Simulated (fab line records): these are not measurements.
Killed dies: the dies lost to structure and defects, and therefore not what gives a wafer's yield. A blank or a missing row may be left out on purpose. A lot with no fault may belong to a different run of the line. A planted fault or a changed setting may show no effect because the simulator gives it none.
One fault seen from 2 desks -- flow berkeley-cmos170 -- every desk sees just its own numbers, and what lay behind them comes last

== FROM THE METROLOGY DESK ==
What the gauges read for every lot (on any tool): the sampled wafers with a number, averaged. A lot is out of limits, marked OUT, if its mean lies more than 4 standard deviations from the usual mean; the brackets give that distance. Shown here are 7 of its 11 readings, the ones lying furthest out on some lot.
Columns: A = cd-nm at UCB170_M1_CD_MEAS_09, usual 700.1 nm; B = M1_OVL at UCB170_M1_OVL_MEAS_10, usual 2 nm; C = V1_POLISHED_THK at UCB170_V1_THK_MEAS_04, usual 1000.1 nm; D = cd-nm at UCB170_V1_CD_MEAS_12, usual 699.9 nm; E = cd-nm at UCB170_V1_CD_MEAS_90, usual 699.9 nm; F = M2_AL_RS at UCB170_M2_RS_MEAS_02, usual 0.0322 ohm/sq; G = M2_AL_THK at UCB170_M2_THK_MEAS_03, usual 885 nm
lot,first seen here,A,B,C,D,E,F,G
L664,day 8 17:38,698.3,-2,1000.8,699.9,700.1,0.0316,901
L666,day 9 03:07,700.4,3,998.8,698.0,697.8,0.0318,895
L669,day 9 03:28,699.2,-1,1000.0,699.0,699.1,0.0323,880
L671,day 10 01:20,700.1,4,999.8,701.5,701.8,0.0329,864
L677,day 10 16:49,700.3,3,1000.2,698.1,698.0,0.0319,890
L675,day 10 17:01,701.3,5,999.6,698.9,699.0,0.0320,893
L678,day 11 17:33,701.1,-5,1002.3,700.3,700.3,0.0323,879
Finding of this desk: none of the 7 lots has anything out of limits.

== TOOL OWNER'S DESK, furnace-03 ==
The tool's own readings at UCB170_M1_ANNEAL_14 (time 1200 s): means of the sampled wafers that have a number, for each lot that ran on this tool. A lot is out of limits, marked OUT, if its mean lies more than 4 standard deviations from the usual mean; the brackets give that distance.
Columns: A = tube_center_temp_C_max at UCB170_M1_ANNEAL_14, usual 401.04
lot,first seen here,A
L664,day 8 18:12,400.96
L666,day 9 04:35,400.95
L669,day 9 04:35,400.99
L671,day 10 01:53,400.98
L677,day 10 17:28,400.98
L675,day 10 18:48,401.04
L678,day 11 18:49,401.15
Finding of this desk: none of the 7 lots has anything out of limits.

== BROUGHT TOGETHER ==
The metrology desk saw nothing out of limits.
The desk of the tool owner found nothing out of limits.

== WHAT THE SIMULATOR PUT IN ==
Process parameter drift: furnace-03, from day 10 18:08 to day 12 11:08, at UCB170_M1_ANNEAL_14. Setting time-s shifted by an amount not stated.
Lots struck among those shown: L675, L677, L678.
